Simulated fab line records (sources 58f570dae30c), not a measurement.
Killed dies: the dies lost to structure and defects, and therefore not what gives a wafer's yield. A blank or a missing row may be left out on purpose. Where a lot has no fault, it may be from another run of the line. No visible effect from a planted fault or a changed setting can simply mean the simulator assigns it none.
2 desks, one fault / flow berkeleyCmos170 / only its own numbers are on each desk; what lay behind them is given at the end

== AT THE TOOL OWNER'S DESK: furnace-04 ==
Per lot that ran on this tool, the mean of the sampled wafers carrying a number, from the tool's own readings at UCB170_WELLDRIVE_ANNEAL_03 (time 900 s). The brackets show how far a lot's mean lies from the usual mean; more than 4 standard deviations puts the lot out of limits, marked OUT.
Columns: A = spikeTcCentreC at UCB170_WELLDRIVE_ANNEAL_03, usual 1102.9 C; B = spikeTcLoadC at UCB170_WELLDRIVE_ANNEAL_03, usual 1126.4 C; C = spikeTcSourceC at UCB170_WELLDRIVE_ANNEAL_03, usual 1127 C; D = tubeCenterTempC at UCB170_WELLDRIVE_ANNEAL_03, usual 1100 C; E = tube_center_temp_C_max at UCB170_WELLDRIVE_ANNEAL_03, usual 1102.9
lot=L208; first seen here=day 3 15:04; A=1103.0; B=1124.0; C=1125; D=1100; E=1102.5
lot=L209; first seen here=day 3 15:04; A=1103.3; B=1125.3; C=1126; D=1100; E=1102.7
lot=L210; first seen here=day 4 04:00; A=1102.9; B=1126.0; C=1126; D=1100; E=1102.6
lot=L212; first seen here=day 4 17:17; A=1103.4; B=1124.3; C=1127; D=1100; E=1102.5
lot=L215; first seen here=day 5 05:17; A=1104.4; B=1125.1; C=1127; D=1100; E=1102.9
lot=L218; first seen here=day 5 20:44; A=1126.9 (+22) OUT; B=1148.5 (+10) OUT; C=1151 (+6.4) OUT; D=1124 (+99 or more) OUT; E=1126.5 (+46) OUT
lot=L219; first seen here=day 5 20:44; A=1126.0 (+21) OUT; B=1149.2 (+10) OUT; C=1149 (+6.0) OUT; D=1124 (+99 or more) OUT; E=1126.8 (+47) OUT
This desk's finding: out of limits on L218, L219; first on L218, day 5 20:44 (spikeTcCentreC at UCB170_WELLDRIVE_ANNEAL_03). L208, L209, L210, L212, L215 stayed within limits.

== AT THE METROLOGY DESK ==
Means of the sampled wafers that have a number, per lot and without regard to the tool the lot ran on: this is what the gauges read. The brackets show how far a lot's mean lies from the usual mean; more than 4 standard deviations puts the lot out of limits, marked OUT.
Columns: A = NWELL_OXIDE_THK at UCB170_NWELL_THK_MEAS_02, usual 26.3 nm
lot=L209; first seen here=day 2 00:13; A=26.3
lot=L208; first seen here=day 2 00:13; A=26.7
lot=L210; first seen here=day 2 10:17; A=26.1
lot=L211; first seen here=day 2 16:58; A=25.8
lot=L212; first seen here=day 2 21:22; A=26.2
lot=L215; first seen here=day 3 13:22; A=26.6
lot=L216; first seen here=day 3 18:56; A=26.7
lot=L218; first seen here=day 4 03:41; A=25.7
lot=L219; first seen here=day 4 06:36; A=25.9
lot=L225; first seen here=day 5 14:49; A=26.0
lot=L226; first seen here=day 5 18:47; A=27.4
lot=L227; first seen here=day 6 00:23; A=26.5
lot=L229; first seen here=day 6 09:42; A=26.2
lot=L230; first seen here=day 6 12:25; A=26.7
This desk's finding: nothing out of limits on any of the 14 lots.

== PUT TOGETHER ==
An alarm could have come from the tool owner's desk at day 5 20:44, on L218, L219.
The metrology desk saw nothing out of limits.
The metrology desk has L218, L219 on record, within its limits.
All the named lots went through UCB170_WELLDRIVE_ANNEAL_03 on furnace-04.

== WHAT THE SIMULATOR HAD INSERTED ==
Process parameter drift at UCB170_WELLDRIVE_ANNEAL_03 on furnace-04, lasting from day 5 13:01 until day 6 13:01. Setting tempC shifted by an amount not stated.
Lots struck among those shown: L218, L219.
Delay in hours, fault start to first out-of-limits reading, by desk: the tool owner's desk at 8.
